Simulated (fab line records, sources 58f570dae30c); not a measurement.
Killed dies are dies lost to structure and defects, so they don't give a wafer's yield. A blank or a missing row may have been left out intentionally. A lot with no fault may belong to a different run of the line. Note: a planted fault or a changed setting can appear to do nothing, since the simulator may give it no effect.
Split-lot trial | flow berkeley cmos170 | route with 331 steps; 5 lots, 23 wafers read

== THE SPLIT ITSELF ==
At UCB170_GATE_ETCH_15 (etches poly-Si in HBr/Cl2, stops on SiO2, time 56.3 s, target depth 278.2 nm), the setting over etch frac was moved away from the recipe's 0.3 on 10 of the 23 wafers read, by -26.3% to +28.1%. The other wafers ran this setting at the recipe's value.

Reading taken at the split's own step.

== THE READING ==
oes product au, in a.u., at UCB170_GATE_ETCH_15 (etches poly-Si in HBr/Cl2, stops on SiO2, time 56.3 s, target depth 278.2 nm). On this fab line, fault-free wafers typically give 0.827 a.u. with a standard deviation of 0.0097 a.u.

wafer  | tool, chamber at the split | over etch frac as run | against the recipe | oes product au, a.u. | against lot-mates on the recipe
L075.1 | rie si-02, 2               | 0.3842                | +28.1%             | 0.781                | -0.050
L075.2 | rie si-02, 3               | 0.3842                | +28.1%             | 0.783                | -0.048
L075.4 | rie si-02, 1               | 0.3842                | +28.1%             | 0.799                | -0.032
L075.5 | rie si-02, 0               | 0.3                   | recipe             | 0.831                | -
L075.6 | rie si-02, 1               | 0.3                   | recipe             | 0.832                | -
L078.1 | rie si-02, 0               | 0.357                 | +19.0%             | 0.805                | -0.020
L078.3 | rie si-02, 3               | 0.357                 | +19.0%             | 0.787                | -0.038
L078.4 | rie si-02, 2               | 0.3                   | recipe             | 0.828                | -
L078.5 | rie si-02, 2               | 0.3                   | recipe             | 0.824                | -
L078.6 | rie si-02, 3               | 0.3                   | recipe             | 0.822                | -
L080.1 | rie si-01, 3               | 0.3322                | +10.7%             | 0.811                | -0.020
L080.2 | rie si-01, 1               | 0.3                   | recipe             | 0.836                | -
L080.4 | rie si-01, 0               | 0.3322                | +10.7%             | 0.819                | -0.012
L080.5 | rie si-01, 1               | 0.3                   | recipe             | 0.837                | -
L080.6 | rie si-01, 2               | 0.3                   | recipe             | 0.820                | -
L084.1 | rie si-01, 3               | 0.3                   | recipe             | 0.825                | -
L084.2 | rie si-01, 0               | 0.2212                | -26.3%             | 0.878                | +0.043
L084.3 | rie si-01, 1               | 0.3                   | recipe             | 0.845                | -
L084.5 | rie si-01, 3               | 0.2212                | -26.3%             | 0.869                | +0.034
L084.6 | rie si-01, 2               | 0.2212                | -26.3%             | 0.862                | +0.027
L083.3 | rie si-02, 2               | 0.3                   | recipe             | 0.819                | -
L083.4 | rie si-02, 1               | 0.3                   | recipe             | 0.831                | -
L083.5 | rie si-02, 1               | 0.3                   | recipe             | 0.840                | -

FIT RESULTS
A straight line over all 23 wafers: oes product au changes by -0.00154 a.u. for each +1% of over etch frac; r = -0.95; the points scatter about the line by 0.008 a.u.
The same after taking each lot's own level away (the mean of its wafers on the recipe; 23 wafers): -0.00145 a.u. for each +1%; r = -0.95; scatter 0.0075 a.u.
On that fit, the largest move of over etch frac shifts the reading by 0.041 a.u.
The span of the lots' own levels, 0.8247 to 0.8350 a.u., comes to 1.1 times the standard deviation stated above.
The two slopes are in agreement: the lot-to-lot level therefore moves the slope only a little.
Check: with one of the wafers moved furthest among these (+28.1%) left out of the fit, the line predicts -0.0398 a.u. for it against its lot-mates. It came out at -0.0505 a.u. against them.
Tool readings at the split's step, against how far the setting was moved: oes product au r = -0.95.

== OTHER SPLITS ON THESE WAFERS ==
Other splits were also applied to these wafers ahead of the reading. Each is held against what the fit with the lots' levels taken away leaves over:
other split on the same wafers         | wafers away from the commonest value | r with oes product au (lot level and that fit taken away)
UCB170_START_OXIDATION_02 temp c       | 15                                   | +0.11
UCB170_PWELL_OXIDATION_02 ox time s    | 18                                   | +0.04
UCB170_PWELL_ANNEAL_04 time s          | 18                                   | +0.10
UCB170_PWELL_STRIP_16 overash fraction | 7                                    | -0.07
UCB170_ACTIVE_CVD_05 pressure mtorr    | 18                                   | +0.11
UCB170_ACTIVE_DEVELOP_12 dev temp c    | 7                                    | +0.18
UCB170_PFIELD_IMPLANT_07 energy kev    | 11                                   | -0.12

== THE WHOLE CHAIN: every reading that the file lists as answering this split, in the file's order ==
step                | what it does                                                                 | reading                                                                     | change (the file's fit)                   | r (the file's)
UCB170_GATE_ETCH_15 | etches poly-Si in HBr/Cl2, stops on SiO2, time 56.3 s, target depth 278.2 nm | oes product au                                                              | -0.00146 a.u. for each +1% of the setting | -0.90
UCB170_GATE_ETCH_15 | etches poly-Si in HBr/Cl2, stops on SiO2, time 56.3 s, target depth 278.2 nm | KrF_of_GATE_COAT_07.thk nm (the simulator's own value, which no gauge read) | -0.284 nm for each +1% of the setting     | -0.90

== THE FILE'S OWN FIT ==
oes product au changes by -0.00146 a.u. for each +1% of over etch frac, r = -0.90.
